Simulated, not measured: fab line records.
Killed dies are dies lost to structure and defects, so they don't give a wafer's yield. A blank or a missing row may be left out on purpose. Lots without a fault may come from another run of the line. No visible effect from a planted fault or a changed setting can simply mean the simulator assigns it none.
2 desks looking at one fault | flow berkeleyCmos170 | each desk has only its own numbers; what lay behind them comes last

AT THE METROLOGY DESK
Lot by lot, what the gauges showed, no matter which tool ran the lot: averages of those sampled wafers that carry a number. A lot is out of limits, marked OUT, if its mean lies more than 4 standard deviations from the usual mean; the brackets give that distance.
Columns: A = CONTACT_OVL at UCB170_CONTACT_OVL_MEAS_16, usual -1 nm; B = M2_AL_RS at UCB170_M2_RS_MEAS_02, usual 0.0321 ohm/sq; C = M2_AL_THK at UCB170_M2_THK_MEAS_03, usual 899 nm
lot  | first seen here | A  | B                 | C
L611 | day 7 14:11     | -4 | 0.0326            | 894
L614 | day 8 01:01     | 1  | 0.0321            | 907
L613 | day 8 01:09     | -3 | 0.0322            | 895
L616 | day 8 19:21     | 0  | 0.0321            | 901
L617 | day 8 20:50     | -4 | 0.0323            | 894
L615 | day 8 21:14     | -3 | 0.0317            | 904
L621 | day 9 04:55     | -3 | 0.0323            | 893
L619 | day 9 05:14     | -6 | 0.0327            | 881
L626 | day 10 09:39    | 3  | 0.0319            | 901
L622 | day 10 12:46    | -6 | 0.0320            | 902
L630 | day 11 10:54    | -0 | 0.0302 (-5.9) OUT | 953 (+5.6) OUT
L631 | day 11 22:04    | 5  | 0.0301 (-6.2) OUT | 950 (+5.4) OUT
L632 | day 11 22:20    | -3 | 0.0319            | 902
L633 | day 12 00:02    | -1 | 0.0319            | 914
This desk finds L630, L631 out of limits, with the earliest case on L630 at day 11 17:43 (M2_AL_RS at UCB170_M2_RS_MEAS_02). In limits: L611, L614, L613, L616, L617, L615, L621, L619, L626, L622, L632, L633.

TOOL OWNER'S DESK, pvdSputter-02
The tool's own readings at UCB170_M2_SPUTTER_01 (material Al, target thk 900 nm, time 120 s): means of the sampled wafers that have a number, for each lot that ran on this tool. A lot is out of limits, marked OUT, if its mean lies more than 4 standard deviations from the usual mean; the brackets give that distance.
Columns: A = cathodeDcPowerW at UCB170_M2_SPUTTER_01, usual 6000.0 W; B = throttleValvePct at UCB170_M2_SPUTTER_01, usual 29.2 %
lot  | first seen here | A      | B
L616 | day 9 02:12     | 6000.1 | 29.1
L617 | day 9 03:32     | 5999.8 | 27.8
L615 | day 9 03:46     | 5999.9 | 29.4
L619 | day 9 15:10     | 5999.7 | 28.8
L622 | day 11 01:08    | 6000.1 | 28.8
L630 | day 11 17:38    | 6000.2 | 27.7
L631 | day 12 04:40    | 5999.3 | 30.1
This desk's finding: nothing out of limits on any of the 7 lots.

PUT TOGETHER
An alarm was possible from the metrology desk at day 11 17:43, on L630, L631.
Nothing out of limits was seen by the tool owner's desk.
On record at the tool owner's desk: L630, L631, within its limits.
Of the lots named, all ran UCB170_M2_SPUTTER_01 on pvdSputter-02.

WHAT THE SIMULATOR HAD PUT IN
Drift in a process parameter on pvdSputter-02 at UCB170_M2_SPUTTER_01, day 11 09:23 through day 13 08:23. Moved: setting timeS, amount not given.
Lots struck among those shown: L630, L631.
Delay in hours, fault start to first out-of-limits reading, per desk: metrology desk 8.
